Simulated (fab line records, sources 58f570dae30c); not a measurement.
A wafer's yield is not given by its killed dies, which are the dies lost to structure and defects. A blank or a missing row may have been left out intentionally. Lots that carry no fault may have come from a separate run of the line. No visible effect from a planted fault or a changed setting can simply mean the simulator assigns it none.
Lot-split experiment || flow berkeley_cmos170 || on a route of 331 steps: 5 lots, 23 wafers read

ON THE SPLIT
At UCB170_M2_METAL_ETCH_18 (etches Al in Cl2/BCl3, stops on SiO2, target depth 1170 nm, time 195 s), the setting time_s was moved away from the recipe's 195 s on 8 of the 23 wafers read, by -14.6% to +6.1%. For the rest of the wafers, this setting stayed at what the recipe calls for.

Split to reading: the file shows no intervening step.

THE READING
oes_product_au, in a.u., at UCB170_M2_STRIP_19 (strips in O2). Fault-free wafers of this fab line usually give 0.549 a.u., standard deviation 0.011 a.u.

{"wafer": "L076.1", "tool, chamber at the split": "rie_metal-03, 0", "time_s as run, s": 206.8, "against the recipe": "+6.1%", "oes_product_au, a.u.": 0.523, "against lot-mates on the recipe": -0.035}
{"wafer": "L076.2", "tool, chamber at the split": "rie_metal-03, 1", "time_s as run, s": 195, "against the recipe": "recipe", "oes_product_au, a.u.": 0.554, "against lot-mates on the recipe": "-"}
{"wafer": "L076.3", "tool, chamber at the split": "rie_metal-03, 0", "time_s as run, s": 206.8, "against the recipe": "+6.1%", "oes_product_au, a.u.": 0.514, "against lot-mates on the recipe": -0.044}
{"wafer": "L076.4", "tool, chamber at the split": "rie_metal-03, 1", "time_s as run, s": 195, "against the recipe": "recipe", "oes_product_au, a.u.": 0.561, "against lot-mates on the recipe": "-"}
{"wafer": "L076.6", "tool, chamber at the split": "rie_metal-03, 1", "time_s as run, s": 195, "against the recipe": "recipe", "oes_product_au, a.u.": 0.560, "against lot-mates on the recipe": "-"}
{"wafer": "L077.1", "tool, chamber at the split": "rie_metal-01, 1,0,1,0,0", "time_s as run, s": 195, "against the recipe": "recipe", "oes_product_au, a.u.": 0.556, "against lot-mates on the recipe": "-"}
{"wafer": "L077.2", "tool, chamber at the split": "rie_metal-01, 1,0,1,0,0", "time_s as run, s": 195, "against the recipe": "recipe", "oes_product_au, a.u.": 0.548, "against lot-mates on the recipe": "-"}
{"wafer": "L077.3", "tool, chamber at the split": "rie_metal-01, 1,0,1,0,0", "time_s as run, s": 195, "against the recipe": "recipe", "oes_product_au, a.u.": 0.558, "against lot-mates on the recipe": "-"}
{"wafer": "L077.4", "tool, chamber at the split": "rie_metal-01, 1,0,1,0,0", "time_s as run, s": 195, "against the recipe": "recipe", "oes_product_au, a.u.": 0.540, "against lot-mates on the recipe": "-"}
{"wafer": "L077.6", "tool, chamber at the split": "rie_metal-01, 1,0,1,0,0", "time_s as run, s": 195, "against the recipe": "recipe", "oes_product_au, a.u.": 0.540, "against lot-mates on the recipe": "-"}
{"wafer": "L081.4", "tool, chamber at the split": "rie_metal-04, 1,1,0", "time_s as run, s": 195, "against the recipe": "recipe", "oes_product_au, a.u.": 0.536, "against lot-mates on the recipe": "-"}
{"wafer": "L081.5", "tool, chamber at the split": "rie_metal-04, 1,1,0", "time_s as run, s": 195, "against the recipe": "recipe", "oes_product_au, a.u.": 0.533, "against lot-mates on the recipe": "-"}
{"wafer": "L081.6", "tool, chamber at the split": "rie_metal-04, 1,1,0", "time_s as run, s": 195, "against the recipe": "recipe", "oes_product_au, a.u.": 0.533, "against lot-mates on the recipe": "-"}
{"wafer": "L085.1", "tool, chamber at the split": "rie_metal-01, 1,0,0", "time_s as run, s": 185.6, "against the recipe": "-4.8%", "oes_product_au, a.u.": 0.582, "against lot-mates on the recipe": "+0.019"}
{"wafer": "L085.2", "tool, chamber at the split": "rie_metal-01, 1,0,0", "time_s as run, s": 185.6, "against the recipe": "-4.8%", "oes_product_au, a.u.": 0.583, "against lot-mates on the recipe": "+0.020"}
{"wafer": "L085.4", "tool, chamber at the split": "rie_metal-01, 1,0,0", "time_s as run, s": 185.6, "against the recipe": "-4.8%", "oes_product_au, a.u.": 0.582, "against lot-mates on the recipe": "+0.019"}
{"wafer": "L085.5", "tool, chamber at the split": "rie_metal-01, 1,0", "time_s as run, s": 195, "against the recipe": "recipe", "oes_product_au, a.u.": 0.557, "against lot-mates on the recipe": "-"}
{"wafer": "L085.6", "tool, chamber at the split": "rie_metal-01, 1,0", "time_s as run, s": 195, "against the recipe": "recipe", "oes_product_au, a.u.": 0.568, "against lot-mates on the recipe": "-"}
{"wafer": "L084.1", "tool, chamber at the split": "rie_metal-01, 1,0,1", "time_s as run, s": 166.5, "against the recipe": "-14.6%", "oes_product_au, a.u.": 0.646, "against lot-mates on the recipe": "+0.090"}
{"wafer": "L084.2", "tool, chamber at the split": "rie_metal-01, 1,0,1", "time_s as run, s": 166.5, "against the recipe": "-14.6%", "oes_product_au, a.u.": 0.646, "against lot-mates on the recipe": "+0.090"}
{"wafer": "L084.3", "tool, chamber at the split": "rie_metal-01, 0", "time_s as run, s": 195, "against the recipe": "recipe", "oes_product_au, a.u.": 0.558, "against lot-mates on the recipe": "-"}
{"wafer": "L084.5", "tool, chamber at the split": "rie_metal-01, 1,0,1", "time_s as run, s": 166.5, "against the recipe": "-14.6%", "oes_product_au, a.u.": 0.661, "against lot-mates on the recipe": "+0.105"}
{"wafer": "L084.6", "tool, chamber at the split": "rie_metal-01, 0", "time_s as run, s": 195, "against the recipe": "recipe", "oes_product_au, a.u.": 0.555, "against lot-mates on the recipe": "-"}
Rows listing several chambers each stand for several wafers; the file does not say which wafer went through which chamber.

FIT RESULTS
A straight line over all 23 wafers: oes_product_au changes by -0.00664 a.u. for each +1% of time_s; r = -0.97; the points scatter about the line by 0.01 a.u.
The same after taking each lot's own level away (the mean of its wafers on the recipe; 23 wafers): -0.00634 a.u. for each +1%; r = -0.98; scatter 0.0066 a.u.
The reading moves by 0.093 a.u. for the largest change in time_s, on that fit.
The span of the lots' own levels, 0.5340 to 0.5625 a.u., comes to 2.6 times the standard deviation stated above.
Consequently the slope shifts little with the lot-to-lot level, the two slopes agreeing.
Check: with one of the wafers moved furthest among these (-14.6%) left out of the fit, the line predicts +0.0921 a.u. for it against its lot-mates. It came out at +0.0895 a.u. against them.

THESE WAFERS: OTHER SPLITS
Other splits were also applied to these wafers ahead of the reading. Each is held against what the fit with the lots' levels taken away leaves over:
{"other split on the same wafers": "UCB170_M2_EXPOSE_12 dose_mj", "wafers away from the commonest value": 8, "r with oes_product_au (lot level and that fit taken away)": "+0.12"}

THE FILE'S OWN FIT
oes_product_au changes by -0.00627 a.u. for each +1% of time_s, r = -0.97.
